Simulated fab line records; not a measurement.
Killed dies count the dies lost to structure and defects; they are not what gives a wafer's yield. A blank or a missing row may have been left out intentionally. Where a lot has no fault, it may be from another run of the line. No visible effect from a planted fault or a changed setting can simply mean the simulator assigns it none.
fab line records	flow ritCmos
[record] lots = 14	wafers = 41	lastDay = 7
route steps=202 shown NWELL@34 PWELL@45 PSD@152 M1@196
lots that met no fault: from a run of the same line without faults
startH: start of the lot's first displayed wafer, in hours after the record's first day	waitH: hours from the lot's prior step to this one	" repeats the value in the row above	L1.1+2: one row covering several wafers at once	- no value, or no start given	* or withheld: withheld	< > ~ a bound
route shown NAME@n: names a module that has steps shown in the file, with the first one's number in the route	usual: mean/standard deviation taken from wafers without a fault	same: alike in all rows	chamber/n: place in a boat	sites: per-site readings	_std_site: their standard deviation	_edge_site: outer sites' mean less inner sites'	radiusMm: how far each site lies from the wafer's centre	mask NAME#n: copy n	behind: the tool/chamber that last shaped the wafer	hold: reason for holding the lot/hours on hold/outcome of the hold	device: names the non-switching transistor (n, p or np)	end of line: the tests these same wafers got at the end of their route	where a step has no rows: the recipe by itself	killed: count of dies lost to structure and defects at first sort (not the wafer's yield)	map: a wafer's dies, x killed, . not, _ none there
set.NAME: the setting as run; set.NAME@STEP: as run at that earlier step	model.NAME: the simulator's own value behind a step, which no gauge read
route steps across a sampled set of lots; one table per step, one row per wafer
services: the hour from which a tool's chamber was out of use, counted from the record's first day as startH (under 0 if before that day), plus the number of hours and why
[[steps]]
[step RIT_NWELL_OVL_MEAS_06]
[usual] NWELL_OVL = 0.1/1.3
lot.wafer	tool	chamber	startH	waitH	NWELL_OVL[nm]
L947.1	overlay-01	-	21.27	-	-1.9
L947.2	"	-	"	"	-0.5
L947.5	"	-	"	"	-2.6
L948.3	overlay-02	-	25.46	-	-1.1
L948.5	"	-	"	"	-0.9
L948.6	"	-	"	"	-0.2
L949.1	overlay-01	-	30.28	-	-1.5
L949.4	"	-	"	"	-1.9
L949.6	"	-	"	"	-1.3
L950.1	overlay-02	-	35.36	-	0.1
L950.4	"	-	"	"	-0.1
L950.5	"	-	"	"	-0.3
L951.1	overlay-01	-	41.58	-	-0.3
L951.2	"	-	"	"	-1.4
L951.6	"	-	"	"	-2.2
L952.2	overlay-01	-	46.75	-	0.8
L952.4	"	-	"	"	-1.5
L952.5	"	-	"	"	-1.8
L953.2	overlay-01	-	52.23	-	-0.1
L953.3	"	-	"	"	0.1
L953.6	"	-	"	"	1.0
L957.1	overlay-02	-	70.77	-	1.8
L957.4	"	-	"	"	2.9
L957.6	"	-	"	"	1.6
L962.3	overlay-02	-	95.43	-	0.7
L962.4	"	-	"	"	0.5
L964.2	overlay-02	-	107.70	-	-2.4
L964.4	"	-	"	"	-0.7
L964.6	"	-	"	"	-0.2
L965.2	overlay-02	-	110.50	-	-1.4
L965.3	"	-	"	"	0.0
L965.4	"	-	"	"	-1.6
L966.4	overlay-01	-	115.27	-	2.2
L966.5	"	-	"	"	1.2
L966.6	"	-	"	"	0.1
L968.1	overlay-01	-	125.49	-	1.4
L968.2	"	-	"	"	1.5
L968.5	"	-	"	"	-0.2
L969.1	overlay-01	-	132.07	-	0.4
L969.3	"	-	"	"	-0.4
L969.5	"	-	"	"	-1.1
[step RIT_PWELL_OVL_MEAS_06]
[usual] PWELL_OVL = 0.7/1.3
lot.wafer	tool	chamber	startH	waitH	PWELL_OVL[nm]
L947.1	overlay-02	-	22.85	-	2.1
L947.2	"	-	"	"	1.0
L947.5	"	-	"	"	0.2
L948.3	overlay-01	-	27.04	-	0.6
L948.5	"	-	"	"	1.6
L948.6	"	-	"	"	0.1
L949.1	overlay-01	-	31.96	-	0.8
L949.4	"	-	"	"	0.5
L949.6	"	-	"	"	0.7
L950.1	overlay-01	-	36.92	-	-1.6
L950.4	"	-	"	"	1.1
L950.5	"	-	"	"	-0.1
L951.1	overlay-02	-	43.25	-	3.2
L951.2	"	-	"	"	2.2
L951.6	"	-	"	"	-0.2
L952.2	overlay-01	-	48.43	-	-0.2
L952.4	"	-	"	"	-0.7
L952.5	"	-	"	"	-2.5
L953.2	overlay-01	-	53.90	-	3.1
L953.3	"	-	"	"	0.2
L953.6	"	-	"	"	0.1
L957.1	overlay-02	-	72.32	-	1.4
L957.4	"	-	"	"	2.1
L957.6	"	-	"	"	3.4
L962.3	overlay-01	-	97.11	-	-0.3
L962.4	"	-	"	"	1.8
L964.2	overlay-02	-	109.25	-	-1.0
L964.4	"	-	"	"	-0.8
L964.6	"	-	"	"	-0.2
L965.2	overlay-02	-	112.18	-	0.6
L965.3	"	-	"	"	0.4
L965.4	"	-	"	"	1.0
L966.4	overlay-02	-	116.94	-	2.3
L966.5	"	-	"	"	2.2
L966.6	"	-	"	"	1.4
L968.1	overlay-02	-	127.17	-	3.1
L968.2	"	-	"	"	3.3
L968.5	"	-	"	"	1.7
L969.1	overlay-02	-	133.62	-	1.3
L969.3	"	-	"	"	1.6
L969.5	"	-	"	"	1.9
[step RIT_PSD_TW_MEAS_10]
[usual] PSD_TW = 3441/47
lot.wafer	tool	chamber	startH	waitH	PSD_TW
L947.1	filmMetro-04	-	50.36	0.1	3459
L947.2	"	-	"	"	3478
L947.5	"	-	"	"	3473
L948.3	filmMetro-04	-	53.91	0.1	3462
L948.5	"	-	"	"	3463
L948.6	"	-	"	"	3452
L949.1	filmMetro-01	-	59.57	0.1	3522
L949.4	"	-	"	"	3519
L949.6	"	-	"	"	3534
L950.1	filmMetro-04	-	64.58	0.1	3468
L950.4	"	-	"	"	3487
L950.5	"	-	"	"	3465
L951.1	filmMetro-04	-	70.58	0.1	3456
L951.2	"	-	"	"	3470
L951.6	"	-	"	"	3464
L952.2	filmMetro-02	-	77.90	0.1	3404
L952.4	"	-	"	"	3395
L952.5	"	-	"	"	3393
L953.2	filmMetro-02	-	79.88	0.1	3389
L953.3	"	-	"	"	3397
L953.6	"	-	"	"	3393
L957.1	filmMetro-04	-	98.94	0.1	3474
L957.4	"	-	"	"	3452
L957.6	"	-	"	"	3463
L962.3	filmMetro-01	-	123.18	0.1	3507
L962.4	"	-	"	"	3516
L964.2	filmMetro-02	-	136.65	0.1	3379
L964.4	"	-	"	"	3365
L964.6	"	-	"	"	3387
L965.2	filmMetro-04	-	140.12	0.1	3445
L965.3	"	-	"	"	3442
L965.4	"	-	"	"	3449
L966.4	filmMetro-04	-	143.45	0.1	3450
L966.5	"	-	"	"	3430
L966.6	"	-	"	"	3432
L968.1	filmMetro-04	-	153.36	0.1	3422
L968.2	"	-	"	"	3423
L968.5	"	-	"	"	3426
L969.1	filmMetro-01	-	160.59	0.1	3533
L969.3	"	-	"	"	3526
L969.5	"	-	"	"	3538
[step RIT_M1_METAL_ETCH_12]
[recipe] stopOn = SiO2	chemistry = Cl2/BCl3	target = Al	timeS = 165	overEtchFrac = 0.5	pressureMtorr = 100	targetDepthA = 6000	rfW = 250	Cl2_flow_sccm = 60	bcl3FlowSccm = 50
[usual] chamberPressureMTorr = 100.00/0.088	drypumpMotorCurrentA = 5.6/0.61	mfcCl2Sccm = 60.01/0.18	oesProductAu = 0.769/0.01	rfFwdPowerW = 249.1/0.73	throttleValvePct = 8.32/0.067
lot.wafer	tool	chamber	startH	waitH	chamberPressureMTorr	drypumpMotorCurrentA	mfcCl2Sccm	oesProductAu	rfFwdPowerW	rfHoursCounterH	throttleValvePct
L947.1	rieMetal-04	0	55.95	0.2	100.01	5.3	60.26	0.781	248.8	6.5	8.45
L947.2	"	1	"	"	100.00	5.1	60.20	0.757	248.4	2.2	8.31
L947.5	"	0	"	"	100.05	5.3	60.17	0.783	249.0	-	8.44
L948.3	rieMetal-02	1	59.74	0.2	100.07	5.4	60.24	0.747	248.9	-	8.25
L948.5	"	0	"	"	100.15	5.1	60.05	0.761	249.1	-	8.28
L948.6	"	1	"	"	100.22	5.4	59.98	0.752	249.4	-	8.24
L949.1	rieMetal-01	0	65.43	0.2	99.94	6.3	60.35	0.775	246.1	0.6	8.31
L949.4	"	1	"	"	99.93	6.7	59.82	0.765	249.3	-	8.28
L949.6	"	0	"	"	99.91	6.3	59.93	0.780	248.8	-	8.33
L950.1	rieMetal-04	0	70.32	0.2	99.90	5.3	59.92	0.780	249.1	6.6	8.44
L950.4	"	1	"	"	100.05	5.0	59.97	0.761	249.2	-	8.32
L950.5	"	0	"	"	99.98	5.3	59.97	0.772	249.6	-	8.46
L951.1	rieMetal-02	0	76.30	0.2	100.00	5.1	59.96	0.766	248.5	2.5	8.28
L951.2	"	1	"	"	99.97	5.4	59.90	0.757	248.3	2.9	8.25
L951.6	"	1	"	"	100.16	5.5	59.87	0.761	248.6	-	8.24
L952.2	rieMetal-01	1	83.93	0.2	99.94	6.7	60.06	0.765	248.8	0.7	8.28
L952.4	"	1	"	"	99.85	6.7	59.92	0.770	249.2	-	8.28
L952.5	"	1	"	"	99.92	6.7	59.82	0.765	249.5	-	8.26
L953.2	rieMetal-04	0	85.44	0.2	100.03	5.3	60.11	0.766	249.9	6.8	8.44
L953.3	"	0	"	"	99.97	5.3	60.00	0.783	249.2	-	8.43
L953.6	"	0	"	"	100.04	5.3	59.82	0.795	249.4	-	8.47
L957.1	rieMetal-02	0	104.65	0.2	100.05	5.1	60.14	0.766	250.2	2.9	8.28
L957.4	"	0	"	"	99.99	5.1	59.92	0.769	249.7	-	8.28
L957.6	"	1	"	"	100.09	5.5	60.09	0.759	249.3	-	8.25
L962.3	rieMetal-04	1	128.80	0.2	99.94	5.1	59.91	0.757	247.8	-	8.33
L962.4	"	0	"	"	100.04	5.3	59.86	0.769	278.1	-	8.44
L964.2	rieMetal-04	0	142.19	0.2	99.99	5.3	59.98	0.783	278.3	7.5	8.43
L964.4	"	1	"	"	100.00	5.1	60.02	0.765	249.2	-	8.32
L964.6	"	1	"	"	99.94	5.1	60.03	0.761	248.4	-	8.34
L965.2	rieMetal-01	0	145.76	0.2	100.02	6.3	60.24	0.772	249.1	1.5	8.33
L965.3	"	0	"	"	100.11	6.3	60.02	0.772	248.5	-	8.31
L965.4	"	1	"	"	99.87	6.7	60.20	0.765	249.8	-	8.25
L966.4	rieMetal-02	1	149.21	0.1	99.90	5.5	60.17	0.759	248.5	-	8.25
L966.5	"	0	"	"	99.96	5.1	60.20	0.765	249.4	-	8.29
L966.6	"	1	"	"	100.02	5.5	59.97	0.746	249.3	-	8.24
L968.1	rieMetal-01	1	159.11	0.2	100.04	6.7	59.80	0.772	248.2	1.6	8.27
L968.2	"	0	"	"	100.05	6.3	60.04	0.781	250.2	1.6	8.32
L968.5	"	1	"	"	99.97	6.7	60.06	0.772	248.8	-	8.29
L969.1	rieMetal-02	1	166.24	0.2	100.06	5.5	60.20	0.754	249.0	4.0	8.24
L969.3	"	1	"	"	100.01	5.5	60.05	0.758	248.5	-	8.24
L969.5	"	1	"	"	99.98	5.5	60.20	0.755	249.6	-	8.25
[step RIT_M1_CD_MEAS_90]
[recipe] targetCdNm = 2600
[usual] cdNm = 2602.0/2.6
lot.wafer	tool	chamber	startH	waitH	cdNm
L947.1	cdSem-01	-	56.46	0.1	2603.4
L947.2	"	-	"	"	2605.6
L947.5	"	-	"	"	2603.2
L948.3	cdSem-01	-	60.30	0.2	2604.5
L948.5	"	-	"	"	2597.6
L948.6	"	-	"	"	2602.2
L949.1	cdSem-01	-	65.94	0.1	2604.4
L949.4	"	-	"	"	2607.4
L949.6	"	-	"	"	2604.0
L950.1	cdSem-01	-	70.88	0.1	2599.2
L950.4	"	-	"	"	2599.3
L950.5	"	-	"	"	2599.9
L951.1	cdSem-01	-	76.81	0.1	2597.8
L951.2	"	-	"	"	2602.0
L951.6	"	-	"	"	2598.9
L952.2	cdSem-01	-	84.47	0.1	2600.8
L952.4	"	-	"	"	2601.3
L952.5	"	-	"	"	2603.2
L953.2	cdSem-01	-	86.03	0.1	2601.9
L953.3	"	-	"	"	2600.0
L953.6	"	-	"	"	2600.4
L957.1	cdSem-01	-	105.16	0.1	2603.4
L957.4	"	-	"	"	2598.3
L957.6	"	-	"	"	2604.8
L962.3	cdSem-01	-	129.30	0.1	2600.9
L962.4	"	-	"	"	2594.7
L964.2	cdSem-01	-	142.75	0.1	2590.9
L964.4	"	-	"	"	2601.6
L964.6	"	-	"	"	2601.4
L965.2	cdSem-01	-	146.31	0.1	2599.9
L965.3	"	-	"	"	2598.3
L965.4	"	-	"	"	2601.2
L966.4	cdSem-01	-	149.73	0.1	2604.7
L966.5	"	-	"	"	2602.1
L966.6	"	-	"	"	2606.6
L968.1	cdSem-01	-	159.62	0.1	2599.9
L968.2	"	-	"	"	2601.9
L968.5	"	-	"	"	2603.8
L969.1	cdSem-01	-	166.75	0.1	2606.5
L969.3	"	-	"	"	2605.3
L969.5	"	-	"	"	2604.5
[step RIT_M1_PROBE_99]
[usual] defectLimitedYield = 97.4/1.2	killed_at_M0_to_M3 = 0.0/0.12	killedAtContacts = 0.1/0.27	killedAtFrontEnd = 7/3.1	killedDies = 7/3.1	killedOnRim = 1.9/1.5	killedOpen = 3.6/2.3	killedShort = 3.2/2	sort_bin_3_pad_short = 0.1/0.22	sort_bin_5_function = 1.5/0.87	sort_bin_6_memory = 0.9/0.64	sortNPass = 257/3.1	sortYieldPct = 97.4/1.2
[same] grossDies = 264	killed_at_M4_up = 0	killedAtBackSide = 0	killedAtOther = 0
lot.wafer	tool	chamber	startH	waitH	defectLimitedYield[%]	killed_at_M0_to_M3	killedAtContacts	killedAtFrontEnd	killedDies	killedOnRim	killedOpen	killedShort	sort_bin_3_pad_short[%]	sort_bin_5_function[%]	sort_bin_6_memory[%]	sortNPass	sortYieldPct[%]
L947.1	prober-02	-	58.56	0.1	93.2	0	0	18	18	2	12	6	0.8	3.8	2.3	246	93.2
L947.2	prober-02	-	58.61	0.1	98.9	0	0	3	3	2	2	1	0	0.8	0.4	261	98.9
L947.5	prober-02	-	58.76	0.2	97.0	0	0	8	8	4	5	3	0	1.1	1.9	256	97.0
L948.3	prober-01	-	62.45	0.2	93.2	0	1	17	18	5	7	11	0.4	4.9	1.5	246	93.2
L948.5	prober-01	-	62.55	0.2	97.7	0	0	6	6	1	3	3	0.4	0.8	1.1	258	97.7
L948.6	prober-01	-	62.60	0.2	98.9	0	0	3	3	1	0	3	0	0.8	0.4	261	98.9
L949.1	prober-02	-	67.68	0.1	98.1	0	0	5	5	2	3	2	0	1.1	0.8	259	98.1
L949.4	prober-02	-	67.83	0.2	95.8	0	0	11	11	3	7	4	0	1.5	2.7	253	95.8
L949.6	prober-02	-	67.93	0.2	96.6	0	0	9	9	1	4	5	0	1.9	1.5	255	96.6
L950.1	prober-01	-	73.56	0.1	96.2	0	0	10	10	2	4	6	0	2.3	1.5	254	96.2
L950.4	prober-01	-	73.71	0.2	97.0	0	0	8	8	2	4	4	0	3.0	0	256	97.0
L950.5	prober-01	-	73.76	0.2	97.7	0	0	6	6	0	1	5	0.4	1.9	0	258	97.7
L951.1	prober-01	-	79.08	0.1	97.3	0	0	7	7	2	6	1	0.4	1.5	0.8	257	97.3
L951.2	prober-01	-	79.13	0.1	99.2	0	0	2	2	2	1	1	0	0.8	0	262	99.2
L951.6	prober-01	-	79.33	0.2	97.0	0	0	8	8	1	5	3	0	2.3	0.8	256	97.0
L952.2	prober-02	-	86.24	0.1	97.7	0	0	6	6	4	2	4	0.4	1.1	0.8	258	97.7
L952.4	prober-02	-	86.34	0.2	97.7	0	0	6	6	2	1	5	0.4	1.1	0.8	258	97.7
L952.5	prober-02	-	86.39	0.2	97.0	0	0	8	8	4	4	4	0	1.1	1.9	256	97.0
L953.2	prober-01	-	89.05	0.1	96.6	0	0	9	9	1	7	2	0.8	0.8	1.9	255	96.6
L953.3	prober-01	-	89.10	0.2	95.8	0	0	11	11	4	4	7	0.4	2.7	1.1	253	95.8
L953.6	prober-01	-	89.25	0.2	97.3	0	0	7	7	0	1	6	0	1.5	1.1	257	97.3
L957.1	prober-01	-	106.95	0.1	97.3	0	0	7	7	1	2	5	0	0.8	1.9	257	97.3
L957.4	prober-01	-	107.10	0.2	99.2	0	0	2	2	1	1	1	0	0.8	0	262	99.2
L957.6	prober-01	-	107.20	0.2	96.6	0	0	9	9	4	6	3	0	2.3	1.1	255	96.6
L962.3	prober-02	-	131.45	0.2	98.9	0	0	3	3	1	2	1	0	0.8	0.4	261	98.9
L962.4	prober-02	-	131.50	0.2	97.3	0	0	7	7	1	4	3	0	1.5	1.1	257	97.3
L964.2	prober-02	-	144.52	0.1	99.2	1	0	1	2	0	2	0	0	0.4	0.4	262	99.2
L964.4	prober-02	-	144.62	0.2	94.7	0	0	14	14	4	11	3	0	3.4	1.9	250	94.7
L964.6	prober-02	-	144.72	0.2	98.1	0	0	5	5	1	2	3	0	1.1	0.8	259	98.1
L965.2	prober-01	-	148.49	0.1	97.3	0	0	7	7	1	2	5	0.4	1.9	0.4	257	97.3
L965.3	prober-01	-	148.54	0.2	96.2	0	0	10	10	5	7	3	0.4	1.5	1.9	254	96.2
L965.4	prober-01	-	148.59	0.2	98.1	0	0	5	5	1	2	3	0.4	0.8	0.8	259	98.1
L966.4	prober-02	-	151.56	0.2	97.0	0	0	8	8	1	5	2	0	1.5	1.5	256	97.0
L966.5	prober-02	-	151.61	0.2	96.2	0	0	10	10	3	7	3	0.4	1.9	1.5	254	96.2
L966.6	prober-02	-	151.66	0.2	97.7	0	0	6	6	3	2	4	0	1.9	0.4	258	97.7
L968.1	prober-02	-	161.36	0.1	99.6	0	0	1	1	1	0	1	0	0	0.4	263	99.6
L968.2	prober-02	-	161.41	0.1	98.1	0	0	5	5	1	3	2	0	1.1	0.8	259	98.1
L968.5	prober-02	-	161.56	0.2	98.5	0	0	4	4	2	3	1	0	0.4	1.1	260	98.5
L969.1	prober-01	-	168.49	0.1	99.2	0	0	2	2	0	1	1	0	0	0.8	262	99.2
L969.3	prober-01	-	168.59	0.2	95.1	0	0	13	13	4	9	4	0.4	2.3	2.3	251	95.1
L969.5	prober-01	-	168.69	0.2	96.6	0	0	9	9	2	6	3	0	1.9	1.5	255	96.6
// killed by level:class
L947.1 GATE:geometricParticle:open=7 GATE:geometricParticle:short=3 REOX:geometricParticle:open=2 SILICIDE:geometricParticle:open=2 SILICIDE:geometricParticle:short=2 REOX:geometricParticle:short=1 SPACER:geometricParticle:open=1
L947.2 GATE:geometricParticle:open=2 SILICIDE:geometricParticle:short=1
L947.5 REOX:geometricParticle:open=4 REOX:geometricParticle:short=3 SPACER:geometricParticle:open=1
L948.3 FOX1:geometricParticle:short=4 GATE:geometricParticle:open=3 GATE:geometricParticle:short=3 FOX2:geometricParticle:open=2 FOX1:geometricParticle:open=1 FOX2:geometricParticle:short=1 REOX:geometricParticle:short=1 SPACER:geometricParticle:open=1
L948.5 GATE:geometricParticle:short=2 FOX1:geometricParticle:open=1 FOX2:geometricParticle:short=1 REOX:geometricParticle:open=1 SPACER:geometricParticle:open=1
L948.6 FOX1:geometricParticle:short=2 FOX2:geometricParticle:short=1
L949.1 SPACER:geometricParticle:open=2 FOX2:geometricParticle:short=1 REOX:geometricParticle:open=1 SILICIDE:geometricParticle:short=1
L949.4 GATE:geometricParticle:short=3 GATE:geometricParticle:open=3 FOX2:geometricParticle:open=1 REOX:geometricParticle:short=1 REOX:geometricParticle:open=1 SPACER:geometricParticle:open=1 SILICIDE:geometricParticle:open=1
L949.6 GATE:geometricParticle:short=4 GATE:geometricParticle:open=3 SILICIDE:geometricParticle:open=1 SILICIDE:geometricParticle:short=1
L950.1 GATE:geometricParticle:short=3 REOX:geometricParticle:short=3 GATE:geometricParticle:open=2 REOX:geometricParticle:open=2
L950.4 GATE:geometricParticle:open=3 FOX2:geometricParticle:short=1 REOX:geometricParticle:short=1 SPACER:geometricParticle:short=1 SILICIDE:geometricParticle:short=1 SILICIDE:geometricParticle:open=1
L950.5 SPACER:geometricParticle:short=3 REOX:geometricParticle:short=1 REOX:geometricParticle:open=1 SILICIDE:geometricParticle:short=1
L951.1 GATE:geometricParticle:open=3 FOX2:geometricParticle:open=1 GATE:geometricParticle:short=1 REOX:geometricParticle:open=1 SILICIDE:geometricParticle:open=1
L951.2 GATE:geometricParticle:open=1 REOX:geometricParticle:short=1
L951.6 GATE:geometricParticle:open=3 FOX2:geometricParticle:short=1 GATE:geometricParticle:short=1 REOX:geometricParticle:open=1 SPACER:geometricParticle:short=1 SPACER:geometricParticle:open=1
L952.2 GATE:geometricParticle:short=2 FOX2:geometricParticle:open=1 GATE:geometricParticle:open=1 SPACER:geometricParticle:short=1 SILICIDE:geometricParticle:short=1
L952.4 GATE:geometricParticle:short=3 FOX2:geometricParticle:short=1 FOX2:geometricParticle:open=1 SILICIDE:geometricParticle:short=1
L952.5 SPACER:geometricParticle:short=3 GATE:geometricParticle:open=2 ACTIVE:geometricParticle:open=1 FOX2:geometricParticle:short=1 SPACER:geometricParticle:open=1
L953.2 FOX1:geometricParticle:open=2 GATE:geometricParticle:open=2 FOX2:geometricParticle:open=1 GATE:geometricParticle:short=1 SPACER:geometricParticle:open=1 SILICIDE:geometricParticle:short=1 SILICIDE:geometricParticle:open=1
L953.3 GATE:geometricParticle:short=4 REOX:geometricParticle:open=2 SILICIDE:geometricParticle:short=2 GATE:geometricParticle:open=1 REOX:geometricParticle:short=1 SPACER:geometricParticle:open=1
L953.6 FOX1:geometricParticle:short=3 GATE:geometricParticle:short=2 FOX2:geometricParticle:open=1 FOX2:geometricParticle:short=1
L957.1 GATE:geometricParticle:short=5 GATE:geometricParticle:open=1 REOX:geometricParticle:open=1
L957.4 SPACER:geometricParticle:open=1 SILICIDE:geometricParticle:short=1
L957.6 SPACER:geometricParticle:open=3 GATE:geometricParticle:short=2 FOX1:geometricParticle:open=1 FOX2:geometricParticle:short=1 GATE:geometricParticle:open=1 REOX:geometricParticle:open=1
L962.3 GATE:geometricParticle:open=1 SPACER:geometricParticle:short=1 SILICIDE:geometricParticle:open=1
L962.4 GATE:geometricParticle:open=2 FOX1:geometricParticle:short=1 GATE:geometricParticle:short=1 REOX:geometricParticle:open=1 SILICIDE:geometricParticle:short=1 SILICIDE:geometricParticle:open=1
L964.2 SPACER:geometricParticle:open=1 M1:geometricParticle:open=1
L964.4 GATE:geometricParticle:open=3 REOX:geometricParticle:open=2 SPACER:geometricParticle:open=2 SILICIDE:geometricParticle:open=2 ACTIVE:geometricParticle:short=1 FOX1:geometricParticle:open=1 FOX2:geometricParticle:open=1 GATE:geometricParticle:short=1
L964.6 GATE:geometricParticle:short=3 FOX1:geometricParticle:open=1 GATE:geometricParticle:open=1
L965.2 REOX:geometricParticle:short=2 FOX1:geometricParticle:open=1 FOX2:geometricParticle:short=1 GATE:geometricParticle:open=1 SPACER:geometricParticle:short=1 SILICIDE:geometricParticle:short=1
L965.3 GATE:geometricParticle:open=3 SPACER:geometricParticle:open=2 FOX1:geometricParticle:open=1 GATE:geometricParticle:short=1 REOX:geometricParticle:open=1 REOX:geometricParticle:short=1 SILICIDE:geometricParticle:short=1
L965.4 GATE:geometricParticle:short=2 GATE:geometricParticle:open=2 FOX1:geometricParticle:short=1
L966.4 FOX1:geometricParticle:short=2 GATE:geometricParticle:open=2 FOX1:geometricParticle:open=1 FOX2:geometricParticle:open=1 SPACER:geometricParticle:open=1 PRETRO:coatMicrobubblePrinted=1
L966.5 GATE:geometricParticle:open=2 REOX:geometricParticle:open=2 FOX1:geometricParticle:short=1 FOX1:geometricParticle:open=1 FOX2:geometricParticle:short=1 FOX2:geometricParticle:open=1 GATE:geometricParticle:short=1 SPACER:geometricParticle:open=1
L966.6 SILICIDE:geometricParticle:short=2 FOX1:geometricParticle:short=1 FOX2:geometricParticle:open=1 REOX:geometricParticle:open=1 REOX:geometricParticle:short=1
L968.1 SILICIDE:geometricParticle:short=1
L968.2 GATE:geometricParticle:open=2 GATE:geometricParticle:short=2 FOX1:geometricParticle:open=1
L968.5 FOX1:geometricParticle:open=2 FOX1:geometricParticle:short=1 SILICIDE:geometricParticle:open=1
L969.1 SILICIDE:geometricParticle:open=1 SILICIDE:geometricParticle:short=1
L969.3 FOX1:geometricParticle:open=4 GATE:geometricParticle:open=2 GATE:geometricParticle:short=2 FOX1:geometricParticle:short=1 FOX2:geometricParticle:open=1 REOX:geometricParticle:open=1 REOX:geometricParticle:short=1 SILICIDE:geometricParticle:open=1
L969.5 GATE:geometricParticle:open=4 REOX:geometricParticle:short=2 FOX1:geometricParticle:open=1 FOX2:geometricParticle:short=1 SILICIDE:geometricParticle:open=1
[[services]]
tool	chamber	startH	hours	kind
rieMetal-02	1	52.50	5.2	repair
rieMetal-01	-	125.85	0.5	repair
rieMetal-01	-	141.85	2.8	pm
[[key]]
[firstSign] step = RIT_M1_METAL_ETCH_12	reading = rfFwdPowerW	direction = up	sigmas = 40	usual = 249.1	struck = 278.2
[effect] step = RIT_M1_CD_MEAS_90	reading = cdNm	direction = down	sigmas = 3.6	usual = 2602.0	struck = 2592.8
metAt RIT_M1_METAL_ETCH_12
struckLots L962,L964
struckWafers L962.4,L964.2
notActingAt RIT_NWELL_OVL_MEAS_06,RIT_PWELL_OVL_MEAS_06,RIT_PSD_TW_MEAS_10
onsetBetween 85.44 128.80
[fault] kind = processParameterDrift	tool = rieMetal-04	chamber = 0	onsetH = 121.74	steps = RIT_M1_METAL_ETCH_12	channel = rfW	offset = 30	shape = step	endH = 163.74	stated = 250
